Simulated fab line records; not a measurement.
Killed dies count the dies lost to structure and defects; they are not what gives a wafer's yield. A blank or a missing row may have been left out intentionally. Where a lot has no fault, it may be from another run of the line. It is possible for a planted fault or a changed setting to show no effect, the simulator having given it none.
A single fault, viewed from 2 desks -- flow berkeley_cmos170 -- what lay behind the numbers comes last; until then each desk has only its own

## AT THE TOOL OWNER'S DESK: rie_diel-01
The tool's own readings at UCB170_GATE_ETCH_14 (etches BARC in N2/H2): means of the sampled wafers that have a number, for each lot that ran on this tool. Marked OUT: a lot whose mean sits more than 4 standard deviations from the usual mean, which makes it out of limits; the brackets give that distance.
Columns: A = chamber_pressure_mTorr at UCB170_GATE_ETCH_14, usual 29.998 mTorr; B = drypump_motor_current_A at UCB170_GATE_ETCH_14, usual 5.7 A; C = oes_product_au at UCB170_GATE_ETCH_14, usual 0.994 a.u.; D = throttle_valve_pct at UCB170_GATE_ETCH_14, usual 13.28 %
lot,first seen here,A,B,C,D
L926,day 7 12:39,29.987,5.2,1.001,13.10
L929,day 8 02:05,29.998,5.2,1.007,13.20
L934,day 9 01:06,30.001,5.2,1.015,13.19
L939,day 10 10:40,31.982 (+73) OUT,5.6,0.988,13.12
L943,day 10 23:15,33.975 (+99 or more) OUT,5.5,1.005,13.03
This desk's verdict: out of limits on L939, L943, starting with L939 at day 10 10:40 (chamber_pressure_mTorr at UCB170_GATE_ETCH_14). L926, L929, L934: within limits.

## FROM THE METROLOGY DESK
What the gauges read for every lot (on any tool): the sampled wafers with a number, averaged. Marked OUT: a lot whose mean sits more than 4 standard deviations from the usual mean, which makes it out of limits; the brackets give that distance.
Columns: A = ACTIVE_NITRIDE_THK at UCB170_ACTIVE_THK_MEAS_06, usual 219.5 nm; B = cd_nm at UCB170_NLDD_CD_MEAS_06, usual 1200.2 nm
lot,first seen here,A,B
L926,day 5 08:11,218.9,1198.7
L927,day 5 15:07,220.7,1202.0
L930,day 5 19:16,217.2,1201.4
L928,day 5 19:18,221.4,1199.6
L929,day 5 19:21,220.9,1199.3
L932,day 6 04:59,219.3,1200.5
L934,day 6 17:24,220.5,1201.3
L937,day 7 12:43,221.0,1199.1
L940,day 7 22:30,217.0,1201.7
L939,day 7 22:31,220.0,1201.1
L942,day 8 14:27,214.2,1200.0
L943,day 8 14:29,217.5,1198.2
L945,day 9 03:15,219.7,1200.6
L947,day 9 13:14,222.2,1201.8
This desk's verdict: no lot among the 14 shows anything out of limits.

## PUT TOGETHER
On L939, L943, at day 10 10:40, an alarm was possible from the tool owner's desk.
The metrology desk saw nothing out of limits.
The metrology desk has L939, L943 on record, within its limits.
All the named lots went through UCB170_GATE_ETCH_14 on rie_diel-01.

## WHAT HAD BEEN PUT IN BY THE SIMULATOR
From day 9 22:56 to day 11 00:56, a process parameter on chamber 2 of rie_diel-01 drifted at UCB170_GATE_ETCH_14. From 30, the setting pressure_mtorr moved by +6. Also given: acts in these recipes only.
Shown lots that were struck: L939, L943.
Each desk's first reading out of limits, in hours after the fault started: the tool owner's desk, 12.
